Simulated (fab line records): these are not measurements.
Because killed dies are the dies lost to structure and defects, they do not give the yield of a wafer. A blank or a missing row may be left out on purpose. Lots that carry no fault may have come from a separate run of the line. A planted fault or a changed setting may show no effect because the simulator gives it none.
A single fault, viewed from 2 desks ; flow berkeleyCmos170 ; numbers are kept per desk, each desk with only its own; the story behind them comes last

== AT THE TOOL OWNER'S DESK: rieDiel-04 ==
The tool's own readings at UCB170_V1_ETCH_14 (etches SiO2 in CHF3/CF4/Ar, stops on Al, target depth 1250 nm, time 291 s): means of the sampled wafers that have a number, for each lot that ran on this tool. The brackets show how far a lot's mean lies from the usual mean; more than 4 standard deviations puts the lot out of limits, marked OUT.
Columns: A = CHF3_flow_sccm at UCB170_V1_ETCH_14, usual 45.00 sccm; B = drypumpMotorCurrentA at UCB170_V1_ETCH_14, usual 5.8 A; C = oesProductAu at UCB170_V1_ETCH_14, usual 0.879 a.u.; D = rfFwdPowerW at UCB170_V1_ETCH_14, usual 698.4 W; E = throttleValvePct at UCB170_V1_ETCH_14, usual 7.01 %
lot;first seen here;A;B;C;D;E
L431;day 8 12:10;45.12;5.7;0.884;698.5;7.04
L439;day 9 18:14;44.97;5.7;0.874;607.3 (-41) OUT;7.04
L452;day 12 20:31;45.19;5.9;0.869;700.4;6.96
L453;day 13 03:49;44.95;5.8;0.872;698.1;7.01
This desk's finding: out of limits on L439; first on L439, day 9 18:14 (rfFwdPowerW at UCB170_V1_ETCH_14). Within limits: L431, L452, L453.

== THE METROLOGY DESK ==
Means of the sampled wafers that have a number, per lot and without regard to the tool the lot ran on: this is what the gauges read. The brackets show how far a lot's mean lies from the usual mean; more than 4 standard deviations puts the lot out of limits, marked OUT.
Columns: A = cdNm at UCB170_CONTACT_CD_MEAS_15, usual 700.1 nm; B = cdNm at UCB170_CONTACT_CD_MEAS_90, usual 699.7 nm; C = cdNm at UCB170_V1_CD_MEAS_90, usual 699.1 nm
lot;first seen here;A;B;C
L430;day 7 08:31;699.5;699.6;699.7
L431;day 8 04:59;698.6;699.3;696.7
L433;day 8 13:16;701.5;700.5;700.2
L435;day 8 15:45;699.2;698.7;699.9
L439;day 9 10:54;700.5;700.2;696.4
L441;day 9 18:43;700.1;700.4;698.1
L444;day 11 08:26;698.4;698.0;698.0
L446;day 11 08:41;700.9;700.7;698.0
L448;day 11 18:56;702.3;701.5;699.4
L449;day 11 21:02;700.8;700.7;698.2
L451;day 12 12:35;699.8;698.8;698.1
L452;day 12 12:43;702.1;701.7;698.5
L453;day 12 20:40;700.4;699.2;698.4
This desk's verdict: no lot among the 13 shows anything out of limits.

== TAKEN TOGETHER ==
The tool owner's desk had the chance to raise an alarm at day 9 18:14 on L439.
From the metrology desk's view, nothing was out of limits.
The metrology desk holds a record of L439, inside its limits.
The lots listed all ran UCB170_V1_ETCH_14 on rieDiel-04.

== WHAT HAD BEEN PUT IN BY THE SIMULATOR ==
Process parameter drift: rieDiel-04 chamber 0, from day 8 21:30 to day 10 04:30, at UCB170_V1_ETCH_14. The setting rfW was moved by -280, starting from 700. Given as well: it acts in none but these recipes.
Shown lots that were struck: L439.
How many hours passed from the start of the fault until each desk's first out-of-limits reading: the tool owner's desk, 21.
